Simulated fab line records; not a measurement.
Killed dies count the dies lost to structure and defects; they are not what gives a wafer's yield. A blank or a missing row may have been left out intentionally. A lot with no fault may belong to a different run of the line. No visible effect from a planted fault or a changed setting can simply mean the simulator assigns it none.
The tool behind it: which one? / flow rit_cmos / Sampling: 16 lots, 48 wafers, 2 of 202 route steps

WHAT EACH GAUGE READ, for each wafer
RIT_NLDD_OVL_MEAS_06. Usual: NLDD_OVL gives -0.2 nm (standard deviation 1.1).
lot=L273; measured=day 2 18:54; on=overlay-02; NLDD_OVL (nm)=1.1 1.3 2.4; flag=
lot=L274; measured=day 2 22:53; on=overlay-01; NLDD_OVL (nm)=-1.5 -1.5 -0.7; flag=
lot=L275; measured=day 3 02:48; on=overlay-02; NLDD_OVL (nm)=-0.3 0.2 -0.3; flag=
lot=L276; measured=day 3 08:56; on=overlay-01; NLDD_OVL (nm)=-1.3 1.0 1.1; flag=
lot=L278; measured=day 3 19:45; on=overlay-02; NLDD_OVL (nm)=-0.1 -1.1 0.6; flag=
lot=L279; measured=day 3 23:44; on=overlay-01; NLDD_OVL (nm)=-0.7 -1.4 -1.4; flag=
lot=L283; measured=day 4 23:25; on=overlay-02; NLDD_OVL (nm)=-2.1 -1.0 -0.3; flag=
lot=L284; measured=day 5 00:58; on=overlay-02; NLDD_OVL (nm)=1.0 -0.9 0.2; flag=
lot=L285; measured=day 5 06:38; on=overlay-01; NLDD_OVL (nm)=-149.8 -149.6 -148.9; flag=OFF
lot=L286; measured=day 5 13:07; on=overlay-02; NLDD_OVL (nm)=-150.0 -148.3 -150.6; flag=OFF
lot=L288; measured=day 5 21:09; on=overlay-01; NLDD_OVL (nm)=-150.9 -150.3 -151.7; flag=OFF
lot=L287; measured=day 5 21:22; on=overlay-02; NLDD_OVL (nm)=1.1 1.3 0.8; flag=
lot=L289; measured=day 6 03:26; on=overlay-01; NLDD_OVL (nm)=-152.1 -149.8 -152.0; flag=OFF
lot=L292; measured=day 6 16:26; on=overlay-02; NLDD_OVL (nm)=-0.8 -1.5 -0.9; flag=
lot=L293; measured=day 6 20:41; on=overlay-02; NLDD_OVL (nm)=-0.7 -0.6 -0.1; flag=
lot=L295; measured=day 7 08:22; on=overlay-02; NLDD_OVL (nm)=-1.1 1.0 -0.8; flag=

WHICH TOOL RAN EACH LOT (tool, then ch and the chambers of the sampled wafers, then the start)
lot=L273; RIT_NLDD_EXPOSE_03=iline_stepper-02 ch 0, day 2 18:31
lot=L274; RIT_NLDD_EXPOSE_03=iline_stepper-02 ch 0, day 2 22:29
lot=L275; RIT_NLDD_EXPOSE_03=iline_stepper-01 ch 0, day 3 02:24
lot=L276; RIT_NLDD_EXPOSE_03=iline_stepper-02 ch 0, day 3 08:32
lot=L278; RIT_NLDD_EXPOSE_03=iline_stepper-02 ch 0, day 3 19:22
lot=L279; RIT_NLDD_EXPOSE_03=iline_stepper-01 ch 0, day 3 23:21
lot=L283; RIT_NLDD_EXPOSE_03=iline_stepper-01 ch 0, day 4 23:02
lot=L284; RIT_NLDD_EXPOSE_03=iline_stepper-02 ch 0, day 5 00:34
lot=L285; RIT_NLDD_EXPOSE_03=iline_stepper-01 ch 0, day 5 06:14
lot=L286; RIT_NLDD_EXPOSE_03=iline_stepper-01 ch 0, day 5 12:44
lot=L288; RIT_NLDD_EXPOSE_03=iline_stepper-01 ch 0, day 5 20:37
lot=L287; RIT_NLDD_EXPOSE_03=iline_stepper-02 ch 0, day 5 20:51
lot=L289; RIT_NLDD_EXPOSE_03=iline_stepper-01 ch 0, day 6 03:02
lot=L292; RIT_NLDD_EXPOSE_03=iline_stepper-02 ch 0, day 6 16:02
lot=L293; RIT_NLDD_EXPOSE_03=iline_stepper-02 ch 0, day 6 20:17
lot=L295; RIT_NLDD_EXPOSE_03=iline_stepper-02 ch 0, day 7 07:58
- RIT_NLDD_EXPOSE_03: exposes mask M7, target cd 40700 nm.

AS READ BY THE TOOLS THEMSELVES (means over the sampled wafers that have a number; for cases with no such wafer, the mark the record gives instead)
RIT_NLDD_EXPOSE_03. Usual: reticle_temp_C at 23.00 C, with a standard deviation of 0.1.
lot=L273; tool=iline_stepper-02; reticle_temp_C (C)=22.96; flag=
lot=L274; tool=iline_stepper-02; reticle_temp_C (C)=23.06; flag=
lot=L275; tool=iline_stepper-01; reticle_temp_C (C)=22.88; flag=
lot=L276; tool=iline_stepper-02; reticle_temp_C (C)=22.90; flag=
lot=L278; tool=iline_stepper-02; reticle_temp_C (C)=23.18; flag=
lot=L279; tool=iline_stepper-01; reticle_temp_C (C)=22.97; flag=
lot=L283; tool=iline_stepper-01; reticle_temp_C (C)=23.02; flag=
lot=L284; tool=iline_stepper-02; reticle_temp_C (C)=23.03; flag=
lot=L285; tool=iline_stepper-01; reticle_temp_C (C)=22.97; flag=
lot=L286; tool=iline_stepper-01; reticle_temp_C (C)=22.98; flag=
lot=L288; tool=iline_stepper-01; reticle_temp_C (C)=22.98; flag=
lot=L287; tool=iline_stepper-02; reticle_temp_C (C)=23.09; flag=
lot=L289; tool=iline_stepper-01; reticle_temp_C (C)=22.93; flag=
lot=L292; tool=iline_stepper-02; reticle_temp_C (C)=23.08; flag=
lot=L293; tool=iline_stepper-02; reticle_temp_C (C)=22.89; flag=
lot=L295; tool=iline_stepper-02; reticle_temp_C (C)=23.07; flag=

THE ANSWER, worked out from the rows above alone
Rule: lot off if the mean of its wafers having a number is beyond 3 standard deviations from the usual mean. Also off: a lot with no number at a reading for which 4 or more lots have one. Where the step has rows for the other lots, those lots are counted as sound. Order of review: gauges by route order, followed by the tools' own readings, for which a lot's mean as printed above is used. At the first step where some lot is off, the reading lying furthest off is the one used; lots without a number count as furthest.
Off: L285, L286, L288, L289, at RIT_NLDD_OVL_MEAS_06 (NLDD_OVL).
If a tool, at a process step before that reading, ran all the lots that are off and no sound lot after the first of them, it fits. Gauges at RIT_NLDD_OVL_MEAS_06: tried the same way as those tools. One fits: RIT_NLDD_EXPOSE_03 on iline_stepper-01. Its last sound lot is L283 (day 4 23:02), its first lot that is off L285 (day 5 06:14): a fault that began between those two fits.

WHAT THE SIMULATOR PUT IN
Scanner matching overlay: iline_stepper-01, from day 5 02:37 on, at RIT_NLDD_EXPOSE_03. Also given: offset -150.
Lots struck among those shown: L285, L286, L288, L289. This agrees with what the rule above found.
